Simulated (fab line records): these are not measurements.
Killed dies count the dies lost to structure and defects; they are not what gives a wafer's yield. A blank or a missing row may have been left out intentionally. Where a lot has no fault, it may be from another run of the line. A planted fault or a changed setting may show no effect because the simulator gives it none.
Which tool was responsible?    flow berkeleyCmos170    15 lots with 45 wafers sampled at 3 steps, on a route of 331 steps

## WHAT THE GAUGES READ, wafer by wafer
UCB170_NVT_OVL_MEAS_06.
lot   measured      on          NVT_OVL (nm)
L991  day 7 03:04   overlay-01  -1 -3 -6
L996  day 7 09:01   overlay-02  7 -4 -4
L994  day 7 09:14   overlay-02  2 0 2
L990  day 7 09:36   overlay-02  2 0 -3
L100  day 8 06:55   overlay-01  -2 0 -2
L101  day 8 07:11   overlay-02  -8 -8 -4
L998  day 8 07:28   overlay-01  -2 1 2
L102  day 8 12:55   overlay-01  -5 -1 2
L103  day 8 13:11   overlay-02  7 2 2
L105  day 10 01:26  overlay-02  -1 -5 1
L107  day 10 02:02  overlay-01  -6 -3 -7
L108  day 10 02:07  overlay-02  0 2 -2
L112  day 11 03:34  overlay-02  -12 -16 -10
L113  day 11 03:50  overlay-02  1 7 -1
L111  day 11 03:55  overlay-01  7 6 5

UCB170_V2_CD_MEAS_12: target cd 700 nm.
lot   measured      on        cdNm (nm)
L991  day 9 18:24   cdSem-01  701.5 701.2 700.6
L996  day 9 19:31   cdSem-01  699.4 700.4 699.9
L994  day 9 20:19   cdSem-01  699.6 700.8 699.8
L990  day 9 19:47   cdSem-01  699.6 698.8 699.2
L100  day 10 10:46  cdSem-02  - - -
L101  day 10 13:34  cdSem-02  - - -
L998  day 10 09:32  cdSem-01  - - -
L102  day 10 23:30  cdSem-02  699.9 699.3 699.6
L103  day 11 02:06  cdSem-02  701.5 703.8 702.9
L105  day 12 08:25  cdSem-01  700.6 701.9 699.9
L107  day 12 08:34  cdSem-02  700.0 699.8 699.9
L108  day 12 12:37  cdSem-01  700.3 701.4 699.4
L112  day 13 08:46  cdSem-01  698.6 698.9 697.7
L113  day 13 10:01  cdSem-02  700.7 700.0 701.9
L111  day 13 10:29  cdSem-01  701.5 700.7 701.5

## TOOL THAT RAN EACH LOT (tool first, then ch and the chambers of the sampled wafers, then the start)
lot   UCB170_V2_DEVELOP_11
L991  lithoTrack-03 ch 0, day 9 18:00
L996  lithoTrack-03 ch 0, day 9 19:00
L994  lithoTrack-03 ch 0, day 9 20:00
L990  lithoTrack-04 ch 0, day 9 19:00
L100  lithoTrack-04, day 10 10:00
L101  lithoTrack-04, day 10 13:00
L998  lithoTrack-03, day 10 09:00
L102  lithoTrack-03 ch 0, day 10 23:00
L103  lithoTrack-04 ch 0, day 11 01:00
L105  lithoTrack-02 ch 0, day 12 08:00
L107  lithoTrack-04 ch 0, day 12 08:00
L108  lithoTrack-04 ch 0, day 12 12:00
L112  lithoTrack-02 ch 0, day 13 08:00
L113  lithoTrack-02 ch 0, day 13 09:00
L111  lithoTrack-04 ch 0, day 13 10:00
- UCB170_V2_DEVELOP_11: develop time 45 s.

## WHAT THE TOOLS THEMSELVES READ (means of the sampled wafers that have a number; where no wafer has one, the mark that the record gives instead)
UCB170_V2_DEVELOP_11.
lot   tool           chillPlateTempC (C)  developerTempC (C)  exhaustPa (Pa)
L991  lithoTrack-03  22.93                21.00               44.9
L996  lithoTrack-03  23.11                20.93               44.7
L994  lithoTrack-03  23.01                21.06               45.4
L990  lithoTrack-04  23.07                21.00               46.7
L100  lithoTrack-04  -                    -                   -
L101  lithoTrack-04  -                    -                   -
L998  lithoTrack-03  -                    -                   -
L102  lithoTrack-03  23.02                20.97               45.6
L103  lithoTrack-04  22.95                20.86               44.7
L105  lithoTrack-02  22.83                21.01               45.7
L107  lithoTrack-04  22.92                21.09               45.4
L108  lithoTrack-04  22.97                20.89               44.9
L112  lithoTrack-02  23.15                21.03               45.1
L113  lithoTrack-02  23.05                21.03               43.5
L111  lithoTrack-04  22.91                20.92               45.1

## THE ANSWER, worked out from the rows above alone
Rule: what is usual is taken from the lots themselves. Put in order of their means at a reading, lots are off if they are a third of the lots or fewer, leave a main group of 4 or more, and stand apart from it by a gap of 3 or more times the standard deviation of the main group's means; of several such gaps the widest counts. The tables above print the reading to a certain number of digits; a main group whose means all agree to those digits is not used. Also off: a lot with no number at a reading for which 4 or more lots have one. Any other lot the step has rows for is counted as sound. The gauges are gone through in route order, then the tools' own readings, and for those a lot's mean is taken as printed above. The first step at which some lot is off is used, and at that step the reading that is off furthest; a lot without a number counts as furthest.
Off, at UCB170_V2_CD_MEAS_12 on cdNm: L100, L101, L998. Without a number there: L100, L101, L998. Mean 700.3 nm and standard deviation 1.1 in the main group.
If a tool, at a process step before that reading, ran all the lots that are off and no sound lot after the first of them, it fits. Not tried: the gauges at UCB170_V2_CD_MEAS_12; whatever is off there is also off at UCB170_V2_DEVELOP_11, on other tools, and gauge error can't account for it. None of those tried fits.

## WHAT THE SIMULATOR HAD INSERTED
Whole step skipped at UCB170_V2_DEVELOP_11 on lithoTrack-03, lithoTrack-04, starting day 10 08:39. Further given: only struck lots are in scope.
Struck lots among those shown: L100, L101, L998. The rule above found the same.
